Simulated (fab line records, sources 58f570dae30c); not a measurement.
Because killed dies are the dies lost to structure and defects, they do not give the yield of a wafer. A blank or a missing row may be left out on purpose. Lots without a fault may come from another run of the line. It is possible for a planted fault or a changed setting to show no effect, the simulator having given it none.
Split-lot trial + flow berkeley cmos170 + route with 331 steps; 5 lots, 23 wafers read

ABOUT THE SPLIT
At UCB170_M2_SPUTTER_01 (material Al, target thk 900 nm, time 120 s), the setting time s was moved away from the recipe's 120 s on 10 of the 23 wafers read, by -11.9% to +5.7%. The other wafers ran this setting at the recipe's value.

SPLIT TO READING: what lies between them in the file, 1 step
- UCB170_M2_RS_MEAS_02: measures by four-point-probe

THE READING
M2_AL_THK, in nm, at UCB170_M2_THK_MEAS_03 (measures by xrf). A value of 902 nm with a standard deviation of 9.8 nm is what fault-free wafers of this fab line usually give.

| wafer  | tool, chamber at the split | time s as run, s | against the recipe | M2_AL_THK, nm | against lot-mates on the recipe |
|--------|----------------------------|------------------|--------------------|---------------|---------------------------------|
| L076.2 | pvd sputter-03, -          | 120              | recipe             | 900           | -                               |
| L076.3 | pvd sputter-03, -          | 120              | recipe             | 890           | -                               |
| L076.4 | pvd sputter-03, -          | 120              | recipe             | 890           | -                               |
| L081.1 | pvd sputter-03, -          | 120              | recipe             | 893           | -                               |
| L081.2 | pvd sputter-03, -          | 125.5            | +4.6%              | 929           | +37                             |
| L081.3 | pvd sputter-03, -          | 125.5            | +4.6%              | 938           | +46                             |
| L081.5 | pvd sputter-03, -          | 120              | recipe             | 897           | -                               |
| L081.6 | pvd sputter-03, -          | 120              | recipe             | 887           | -                               |
| L083.1 | pvd sputter-04, -          | 120              | recipe             | 897           | -                               |
| L083.2 | pvd sputter-04, -          | 124.9            | +4.1%              | 934           | +38                             |
| L083.3 | pvd sputter-04, -          | 124.9            | +4.1%              | 951           | +54                             |
| L083.4 | pvd sputter-04, -          | 124.9            | +4.1%              | 942           | +46                             |
| L083.6 | pvd sputter-04, -          | 120              | recipe             | 896           | -                               |
| L082.1 | pvd sputter-01, -          | 120              | recipe             | 924           | -                               |
| L082.2 | pvd sputter-01, -          | 126.8            | +5.7%              | 966           | +48                             |
| L082.3 | pvd sputter-01, -          | 126.8            | +5.7%              | 974           | +56                             |
| L082.4 | pvd sputter-01, -          | 120              | recipe             | 913           | -                               |
| L082.5 | pvd sputter-01, -          | 126.8            | +5.7%              | 974           | +56                             |
| L084.1 | pvd sputter-03, -          | 105.7            | -11.9%             | 803           | -94                             |
| L084.2 | pvd sputter-03, -          | 120              | recipe             | 898           | -                               |
| L084.4 | pvd sputter-03, -          | 120              | recipe             | 900           | -                               |
| L084.5 | pvd sputter-03, -          | 105.7            | -11.9%             | 794           | -103                            |
| L084.6 | pvd sputter-03, -          | 120              | recipe             | 893           | -                               |

FIT RESULTS
A straight line over all 23 wafers: M2_AL_THK changes by +9.37 nm for each +1% of time s; r = +0.97; the points scatter about the line by 12 nm.
The same after taking each lot's own level away (the mean of its wafers on the recipe; 23 wafers): +8.79 nm for each +1%; r = +0.99; scatter 6 nm.
That fit puts the effect of the largest move of time s on the reading at 1e+02 nm.
The span of the lots' own levels, 892.3 to 918.5 nm, comes to 2.7 times the standard deviation stated above.
So the lot-to-lot level changes the slope little: the two slopes agree.
Check: for one of the wafers moved furthest among these (-11.9%), held out of the fit, the line's prediction against its lot-mates is -108 nm. Against them it came out at -94 nm.

FURTHER SPLITS ON THESE WAFERS
Before the reading, these wafers also passed through other splits. Each is held against what the fit with the lots' levels taken away leaves over:
| other split on the same wafers                 | wafers away from the commonest value | r with M2_AL_THK (lot level and that fit taken away) |
|------------------------------------------------|--------------------------------------|------------------------------------------------------|
| UCB170_SDANNEAL_RTA_01 time s                  | 6                                    | -0.02                                                |
| UCB170_SILICIDE_SPUTTER_01 chamber pressure pa | 15                                   | +0.28                                                |
| UCB170_M1_COAT_04 resist thk nm                | 6                                    | +0.02                                                |

THE WHOLE CHAIN: every reading that the file lists as answering this split, in the file's order
| step                    | what it does                                                           | reading                                                                     | change (the file's fit)               | r (the file's) |
|-------------------------|------------------------------------------------------------------------|-----------------------------------------------------------------------------|---------------------------------------|----------------|
| UCB170_M2_SPUTTER_01    | material Al, target thk 900 nm, time 120 s                             | Al_of_M2_SPUTTER_01.thk nm (the simulator's own value, which no gauge read) | +8.87 nm for each +1% of the setting  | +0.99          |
| UCB170_M2_RS_MEAS_02    | measures by four-point-probe                                           | M2_AL_RS                                                                    | -0.000342 for each +1% of the setting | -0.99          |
| UCB170_M2_THK_MEAS_03   | measures by xrf                                                        | M2_AL_THK                                                                   | +8.72 for each +1% of the setting     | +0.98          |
| UCB170_M2_METAL_ETCH_18 | etches Al in Cl2/BCl3, stops on SiO2, target depth 1170 nm, time 195 s | etch.depth nm (the simulator's own value, which no gauge read)              | +10.3 nm for each +1% of the setting  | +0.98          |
| UCB170_M2_METAL_ETCH_18 | etches Al in Cl2/BCl3, stops on SiO2, target depth 1170 nm, time 195 s | M2.feature depth nm (the simulator's own value, which no gauge read)        | +10.5 nm for each +1% of the setting  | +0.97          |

THE FILE'S OWN FIT
M2_AL_THK changes by +8.72 nm for each +1% of time s, r = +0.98.
